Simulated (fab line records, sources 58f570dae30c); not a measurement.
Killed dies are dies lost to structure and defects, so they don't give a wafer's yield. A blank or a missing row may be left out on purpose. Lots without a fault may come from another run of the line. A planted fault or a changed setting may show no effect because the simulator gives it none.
fab line records | flow berkeley_cmos170
record lots=14 wafers=42 last_day=13
route steps=331 shown PLDD@155 SPACER@173 NLDD@209 V1@255
lots that met no fault: from a run of the same line without faults
start_h: hours from the record's first day to the start of the lot's first wafer shown | wait_h: hours since the lot's step before | " the same as in the row above | L1.1+2: a row that stands for several wafers | - no value, or no start given | * or withheld: withheld | < > ~ a bound
route shown NAME@n: a module of which the file shows steps, and the number in the route of the first | usual: mean/standard deviation of fault-free wafers | same: alike in all rows | chamber/n: place in a boat | sites: the reading at each site | _std_site: their standard deviation | _edge_site: outer sites' mean less inner sites' | radius_mm: how far each site lies from the wafer's centre | mask NAME#n: copy n | behind: the tool/chamber that last shaped the wafer | hold: why the lot was held/for how many hours/how that ended | device: the transistor (n, p or np) that didn't switch | end of line: the same wafers' tests at the end of the route | a step without rows: its recipe alone | killed: dies lost to structure and defects at the first sort, not the wafer's yield | map: a wafer's dies, x killed, . not, _ none there
set.NAME: the setting as run; set.NAME@STEP: as run at that earlier step | model.NAME: the simulator's own value behind a step, which no gauge read
steps of the route over a sample of lots; a table a step, a row a wafer
services: from which hour (start_h, from the record's first day; less than 0 if before it) a tool's chamber was out of use, for how many hours, and why
## steps
# step UCB170_PLDD_STRIP_10
# recipe chemistry=O2 power_w=400 pressure_mtorr=3500 platen_temp_c=withheld o2_flow_sccm=400 overash_fraction=0.5
# usual drypump_motor_current_A=5.7/0.31 oes_product_au=0.734/0.0044 strip_time_to_endpoint_s=21.62/0.061
# same overash_fraction=0.5
# columns lot.wafer tool chamber start_h wait_h drypump_motor_current_A oes_product_au rf_hours_counter_h strip_time_to_endpoint_s
L716.3 plasma_asher-04 0 157.10 0.1 5.4 0.739 - 21.57
L716.5 " 1 " " 6.0 0.739 - 21.56
L716.6 " 0 " " 5.4 0.730 - 21.58
L715.2 plasma_asher-02 0 157.35 0.1 5.8 0.733 45 21.62
L715.3 " 0 " " 5.8 0.743 - 21.65
L715.4 " 1 " " 5.3 0.729 - 21.65
L717.1 plasma_asher-02 0 166.12 0.1 5.9 0.730 46 21.73
L717.2 " 1 " " 5.3 0.731 46 21.71
L717.5 " 1 " " 5.3 0.730 - 21.75
L719.1 plasma_asher-04 0 173.56 0.1 5.4 0.737 42 21.64
L719.2 " 1 " " 6.0 0.729 42 21.64
L719.5 " 0 " " 5.4 0.732 - 21.54
L725.1 plasma_asher-04 1 209.96 0.1 6.0 0.736 45 21.60
L725.5 " 0 " " 5.5 0.729 - 21.61
L725.6 " 1 " " 6.0 0.731 - 21.59
L726.1 plasma_asher-01 0 210.23 0.1 6.1 0.735 43 21.68
L726.5 " 0 " " 6.1 0.739 - 21.56
L726.6 " 1 " " 5.4 0.737 - 21.66
L728.4 plasma_asher-01 1 227.07 0.1 5.4 0.726 - 21.71
L728.5 " 1 " " 5.4 0.737 - 21.68
L728.6 " 0 " " 6.0 0.734 - 21.73
L732.2 plasma_asher-04 0 239.95 0.1 5.5 0.730 48 21.57
L732.4 " 1 " " 6.0 0.734 - 21.61
L732.6 " 0 " " 5.4 0.729 - 21.63
L730.1 plasma_asher-01 0 240.35 0.1 6.1 0.735 46 21.54
L730.5 " 1 " " 5.4 0.735 - 21.58
L730.6 " 0 " " 6.1 0.733 - 21.59
L731.2 plasma_asher-02 0 240.49 0.1 5.9 0.738 54 21.58
L731.4 " 0 " " 5.8 0.730 - 21.53
L731.5 " 0 " " 5.9 0.738 - 21.57
L735.1 plasma_asher-01 0 264.60 0.1 6.1 0.735 49 21.63
L735.2 " 1 " " 5.4 0.739 49 21.56
L735.5 " 0 " " 6.1 0.733 - 21.60
L734.2 plasma_asher-04 0 264.81 0.1 5.4 0.732 51 21.60
L734.3 " 1 " " 6.0 0.729 - 21.68
L734.4 " 0 " " 5.4 0.735 - 21.70
L736.3 plasma_asher-02 0 278.21 0.1 5.9 0.736 - 21.58
L736.5 " 0 " " 5.8 0.733 - 21.54
L736.6 " 1 " " 5.3 0.737 - 21.59
L737.1 plasma_asher-01 1 278.45 0.1 5.4 0.740 50 21.71
L737.2 " 0 " " 6.1 0.739 50 21.65
L737.3 " 0 " " 6.1 0.736 - 21.61
# step UCB170_SPACER_ANNEAL_02
# recipe temp_c=900 time_s=1800 ambient=N2
# columns lot.wafer tool chamber start_h wait_h
L715.2+3+4 furnace-02 0 163.75 4.2
L716.3+5+6 furnace-02 0 163.75 4.3
L717.1+2+5 furnace-04 0 173.46 4.9
L719.1+2+5 furnace-02 0 182.16 5.4
L725.1+5+6 furnace-04 0 218.18 5.5
L726.1+5+6 furnace-04 0 218.18 5.8
L728.4+5+6 furnace-02 0 235.02 5.6
L730.1+5+6 furnace-02 0 247.70 4.1
L731.2+4+5 furnace-02 0 247.70 3.9
L732.2+4+6 furnace-02 0 247.70 4.5
L734.2+3+4 furnace-02 0 276.53 8.4
L735.1+2+5 furnace-02 0 276.53 8.5
L736.3+5+6 furnace-04 0 285.16 4.9
L737.1+2+3 furnace-04 0 285.16 4.5
# step UCB170_SDANNEAL_RS_MEAS_04
# recipe thk_meas_gauge=four-point-probe
# usual PLDD_RS=1030/3.5
# columns lot.wafer tool chamber start_h wait_h PLDD_RS[ohm/sq]
L715.2 film_metro-04 - 170.45 0.1 1032
L715.3 " - " " 1035
L715.4 " - " " 1031
L716.3 film_metro-02 - 172.63 0.1 1028
L716.5 " - " " 1029
L716.6 " - " " 1027
L717.1 film_metro-01 - 180.21 0.1 1030
L717.2 " - " " 1029
L717.5 " - " " 1029
L719.1 film_metro-04 - 188.11 0.1 1029
L719.2 " - " " 1032
L719.5 " - " " 1029
L725.1 film_metro-02 - 225.80 0.1 1064
L725.5 " - " " 1056
L725.6 " - " " 1057
L726.1 film_metro-04 - 225.80 0.1 1065
L726.5 " - " " 1066
L726.6 " - " " 1068
L728.4 film_metro-02 - 243.84 0.1 1029
L728.5 " - " " 1030
L728.6 " - " " 1029
L731.2 film_metro-01 - 254.36 0.1 1026
L731.4 " - " " 1024
L731.5 " - " " 1027
L730.1 film_metro-02 - 254.46 0.1 1032
L730.5 " - " " 1026
L730.6 " - " " 1028
L732.2 film_metro-04 - 254.67 0.1 1034
L732.4 " - " " 1036
L732.6 " - " " 1035
L735.1 film_metro-01 - 282.92 0.1 1031
L735.2 " - " " 1026
L735.5 " - " " 1027
L734.2 film_metro-02 - 282.94 0.1 1027
L734.3 " - " " 1025
L734.4 " - " " 1024
L736.3 film_metro-04 - 292.87 0.1 1037
L736.5 " - " " 1037
L736.6 " - " " 1033
L737.1 film_metro-02 - 293.16 0.1 1027
L737.2 " - " " 1030
L737.3 " - " " 1032
# step UCB170_SDANNEAL_RS_MEAS_05
# recipe thk_meas_gauge=four-point-probe
# usual NLDD_RS=616.2/1.3
# columns lot.wafer tool chamber start_h wait_h NLDD_RS[ohm/sq]
L715.2 film_metro-04 - 170.57 0.1 615.3
L715.3 " - " " 614.6
L715.4 " - " " 616.4
L716.3 film_metro-02 - 172.75 0.1 615.6
L716.5 " - " " 614.3
L716.6 " - " " 615.8
L717.1 film_metro-01 - 180.33 0.1 614.7
L717.2 " - " " 615.8
L717.5 " - " " 615.6
L719.1 film_metro-04 - 188.23 0.1 614.4
L719.2 " - " " 613.6
L719.5 " - " " 613.7
L725.1 film_metro-02 - 225.92 0.1 621.4
L725.5 " - " " 620.1
L725.6 " - " " 620.1
L726.1 film_metro-04 - 225.92 0.1 620.6
L726.5 " - " " 620.8
L726.6 " - " " 619.8
L728.4 film_metro-02 - 243.96 0.1 618.3
L728.5 " - " " 615.4
L728.6 " - " " 617.0
L731.2 film_metro-01 - 254.48 0.1 616.0
L731.4 " - " " 616.8
L731.5 " - " " 615.4
L730.1 film_metro-02 - 254.58 0.1 616.4
L730.5 " - " " 615.9
L730.6 " - " " 616.7
L732.2 film_metro-04 - 254.79 0.1 615.7
L732.4 " - " " 617.3
L732.6 " - " " 614.0
L735.1 film_metro-01 - 283.04 0.1 616.2
L735.2 " - " " 615.7
L735.5 " - " " 615.4
L734.2 film_metro-02 - 283.06 0.1 615.2
L734.3 " - " " 616.0
L734.4 " - " " 615.1
L736.3 film_metro-04 - 292.99 0.1 615.7
L736.5 " - " " 614.9
L736.6 " - " " 616.8
L737.1 film_metro-02 - 293.28 0.1 615.9
L737.2 " - " " 614.9
L737.3 " - " " 616.3
# step UCB170_V1_THK_MEAS_01
# recipe reads=SiO2_of_V1_CVD_00
# usual V1_TEOS_THK=2006/27
# columns lot.wafer tool chamber start_h wait_h V1_TEOS_THK[nm]
L715.2 film_metro-04 - 180.47 0.1 1995
L715.3 " - " " 1991
L715.4 " - " " 2030
L716.3 film_metro-03 - 181.81 0.1 1970
L716.5 " - " " 1975
L716.6 " - " " 2009
L717.1 film_metro-03 - 189.71 0.1 2005
L717.2 " - " " 1990
L717.5 " - " " 2013
L719.1 film_metro-03 - 199.51 0.1 2008
L719.2 " - " " 1957
L719.5 " - " " 2009
L726.1 film_metro-03 - 234.32 0.1 1960
L726.5 " - " " 1998
L726.6 " - " " 2022
L725.1 film_metro-03 - 235.65 0.1 2002
L725.5 " - " " 2003
L725.6 " - " " 2011
L728.4 film_metro-01 - 254.99 0.0 2013
L728.5 " - " " 2010
L728.6 " - " " 2020
L731.2 film_metro-04 - 263.65 0.1 2007
L731.4 " - " " 2042
L731.5 " - " " 2026
L730.1 film_metro-03 - 264.97 0.1 2009
L730.5 " - " " 2046
L730.6 " - " " 2075
L732.2 film_metro-03 - 266.31 0.1 2026
L732.4 " - " " 2024
L732.6 " - " " 2029
L734.2 film_metro-04 - 291.62 0.1 1991
L734.3 " - " " 2004
L734.4 " - " " 2037
L735.1 film_metro-01 - 293.26 0.1 1981
L735.2 " - " " 1987
L735.5 " - " " 1988
L736.3 film_metro-04 - 304.33 0.1 1986
L736.5 " - " " 2018
L736.6 " - " " 2041
L737.1 film_metro-01 - 305.65 0.1 2065
L737.2 " - " " 1958
L737.3 " - " " 2012
# step UCB170_V1_OVL_MEAS_13
# usual V1_OVL=2/5.2
# columns lot.wafer tool chamber start_h wait_h V1_OVL[nm]
L715.2 overlay-02 - 182.37 0.1 11
L715.3 " - " " 2
L715.4 " - " " 6
L716.3 overlay-01 - 183.82 0.1 2
L716.5 " - " " 0
L716.6 " - " " -1
L717.1 overlay-02 - 191.51 0.1 4
L717.2 " - " " 1
L717.5 " - " " 2
L719.1 overlay-02 - 201.43 0.1 3
L719.2 " - " " -4
L719.5 " - " " -5
L726.1 overlay-02 - 237.75 0.1 0
L726.5 " - " " 5
L726.6 " - " " 8
L725.1 overlay-01 - 237.87 0.1 -5
L725.5 " - " " 2
L725.6 " - " " 1
L728.4 overlay-01 - 256.79 0.1 -10
L728.5 " - " " -5
L728.6 " - " " -2
L731.2 overlay-02 - 268.00 0.1 -2
L731.4 " - " " -10
L731.5 " - " " -3
L732.2 overlay-01 - 268.24 0.1 14
L732.4 " - " " 16
L732.6 " - " " 14
L730.1 overlay-02 - 268.48 0.1 -3
L730.5 " - " " -3
L730.6 " - " " 0
L734.2 overlay-02 - 296.82 0.1 -2
L734.3 " - " " 0
L734.4 " - " " 4
L735.1 overlay-02 - 297.21 0.1 6
L735.2 " - " " -1
L735.5 " - " " 4
L736.3 overlay-02 - 309.09 0.1 6
L736.5 " - " " 0
L736.6 " - " " 6
L737.1 overlay-01 - 309.65 0.1 -3
L737.2 " - " " 1
L737.3 " - " " 5
## services
# columns tool chamber start_h hours kind
furnace-02 - 175.35 2.7 pm
furnace-04 - 202.18 4.3 pm
furnace-02 - 222.56 6.4 pm
furnace-04 - 244.25 6.7 repair
plasma_asher-04 - 250.51 2.0 repair
furnace-04 - 250.95 2.9 pm
furnace-04 - 253.82 1.2 pm
furnace-02 - 263.05 4.1 pm
## key
first_sign step=UCB170_SDANNEAL_RS_MEAS_04 reading=PLDD_RS direction=up sigmas=9.2 usual=1030 struck=1063
effect step=UCB170_SDANNEAL_RS_MEAS_05 reading=NLDD_RS direction=up sigmas=3.3 usual=616.2 struck=620.5
met_at UCB170_SPACER_ANNEAL_02
struck_lots L725,L726
tester_left_out L725,L726
not_acting_at UCB170_PLDD_STRIP_10,UCB170_V1_THK_MEAS_01,UCB170_V1_OVL_MEAS_13
onset_between 173.46 218.18
fault kind=process_parameter_drift tool=furnace-04 chamber=- onset_h=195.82 steps=UCB170_SPACER_ANNEAL_02 channel=time_s offset=* shape=step end_h=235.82 acts_in=* stated=*
# tester_left_out: of these lots the tester's yield and bins aren't shown, on N5 and GAA mostly nor the transistor test; their killed dies are dies lost to structure and defects alone, not to doping, threshold or leakage, so they don't give the yield
